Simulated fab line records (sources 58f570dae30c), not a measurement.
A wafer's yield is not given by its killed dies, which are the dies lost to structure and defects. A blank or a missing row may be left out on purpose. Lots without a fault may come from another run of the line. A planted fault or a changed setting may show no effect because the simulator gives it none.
Shared-tool check	flow berkeley_cmos170	15 lots and 45 wafers in the sample

== WHY IT WAS OPENED ==
At UCB170_CONTACT_THK_MEAS_02 the reading CONTACT_PSG_THK is flagged on 3 of 15 lots. Wafers without a fault read 700 nm, standard deviation 6.
Rule: a lot gets a flag if all its wafers with a number sit over 4 standard deviations from that mean, or if no wafer of it has a number. As for the other lots, they are considered sound.

lot	measured	on	CONTACT_PSG_THK (nm), wafer by wafer	flag
L277	day 8 13:39	film_metro-01	695 694 697	
L274	day 8 13:43	film_metro-02	702 693 697	
L275	day 8 15:25	film_metro-02	699 701 704	
L276	day 8 15:25	film_metro-01	705 708 704	
L279	day 8 17:25	film_metro-01	709 707 702	
L278	day 8 19:07	film_metro-01	706 712 702	
L281	day 9 12:45	film_metro-03	697 692 694	
L282	day 9 14:31	film_metro-03	695 694 693	
L283	day 9 14:31	film_metro-02	700 695 695	
L285	day 10 01:19	film_metro-02	685 683 686	
L284	day 10 06:58	film_metro-03	698 694 695	
L294	day 11 20:42	film_metro-03	636 638 628	FLAGGED
L291	day 11 20:43	film_metro-02	627 634 625	FLAGGED
L295	day 12 07:26	film_metro-02	634 625 631	FLAGGED
L296	day 12 07:40	film_metro-03	702 699 699	
Average over the flagged lots: 631 nm; offset from the usual -69 nm, equal to -12 standard deviations.

== EACH LOT AND THE TOOL IT RAN ON ==
2 process steps preceding the reading are held in the record, out of 331 steps in the route. Each cell gives the tool, then ch followed by the chambers the sampled wafers passed through, then the start.
lot	flag	UCB170_SDANNEAL_RTA_01	UCB170_CONTACT_CVD_01
L277		rtp_anneal-01 ch 0, day 8 10:47	lpcvd-01 ch 1, day 8 11:50
L274		rtp_anneal-01 ch 0, day 8 09:49	lpcvd-02 ch 0, day 8 11:01
L275		rtp_anneal-01 ch 0, day 8 10:53	lpcvd-01 ch 1, day 8 13:38
L276		rtp_anneal-01 ch 0, day 8 11:01	lpcvd-01 ch 0, day 8 13:38
L279		rtp_anneal-01 ch 0, day 8 14:11	lpcvd-02 ch 0, day 8 15:38
L278		rtp_anneal-01 ch 0, day 8 14:32	lpcvd-01 ch 1, day 8 17:20
L281		rtp_anneal-01 ch 0, day 9 09:40	lpcvd-02 ch 0, day 9 10:57
L282		rtp_anneal-01 ch 0, day 9 10:04	lpcvd-02 ch 0, day 9 12:44
L283		rtp_anneal-01 ch 0, day 9 10:19	lpcvd-02 ch 1, day 9 12:44
L285		rtp_anneal-01 ch 0, day 9 22:25	lpcvd-01 ch 0, day 9 23:30
L284		rtp_anneal-02 ch 0, day 10 04:00	lpcvd-02 ch 0, day 10 05:10
L294	FLAGGED	rtp_anneal-01 ch 0, day 11 17:41	lpcvd-02 ch 1, day 11 18:55
L291	FLAGGED	rtp_anneal-02 ch 0, day 11 17:41	lpcvd-02 ch 0, day 11 18:55
L295	FLAGGED	rtp_anneal-02 ch 0, day 12 04:34	lpcvd-02 ch 1, day 12 05:38
L296		rtp_anneal-01 ch 0, day 12 04:48	lpcvd-01 ch 0, day 12 05:53
What is done by these steps:
- UCB170_SDANNEAL_RTA_01: time 5 s.
- UCB170_CONTACT_CVD_01: deposits PSG from SiH4/O2/PH3, target thk 700 nm, time 2820 s.
- UCB170_CONTACT_THK_MEAS_02

== FLAGGED OVER TOTAL, TOOL BY TOOL (the gauges that took the reading come last) ==
step	tool	lots run	flagged	share of the flagged lots	sound lots run after its first flagged lot
UCB170_SDANNEAL_RTA_01	rtp_anneal-01	12	1	some	1 (L296)
UCB170_SDANNEAL_RTA_01	rtp_anneal-02	3	2	some	0
UCB170_CONTACT_CVD_01	lpcvd-01	6	0	none	-
UCB170_CONTACT_CVD_01	lpcvd-02	9	3	all	0
UCB170_CONTACT_THK_MEAS_02	film_metro-01	4	0	none	-
UCB170_CONTACT_THK_MEAS_02	film_metro-02	6	2	some	0
UCB170_CONTACT_THK_MEAS_02	film_metro-03	5	1	some	1 (L296)

== WHAT THE TABLE PERMITS ==
Rows of the table that ran each flagged lot: 1, that is lpcvd-02 at UCB170_CONTACT_CVD_01.
- lpcvd-02 at UCB170_CONTACT_CVD_01: 3 of its 9 lots flagged. Its last sound lot is L284 (day 10 05:10), its first flagged lot L291 (day 11 18:55): a fault that began between those two fits. Its own readings (o2_flow_sccm) fall more than 4 standard deviations out on all wafers of the flagged lots.
Just one tool remains: lpcvd-02 at UCB170_CONTACT_CVD_01.

== WHAT THE SIMULATOR HAD INSERTED ==
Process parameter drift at UCB170_CONTACT_CVD_01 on lpcvd-02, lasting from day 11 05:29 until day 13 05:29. From 90, the setting o2_flow_sccm moved by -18.
Struck lots among those shown: L294, L291, L295. The rule above reached the same finding.
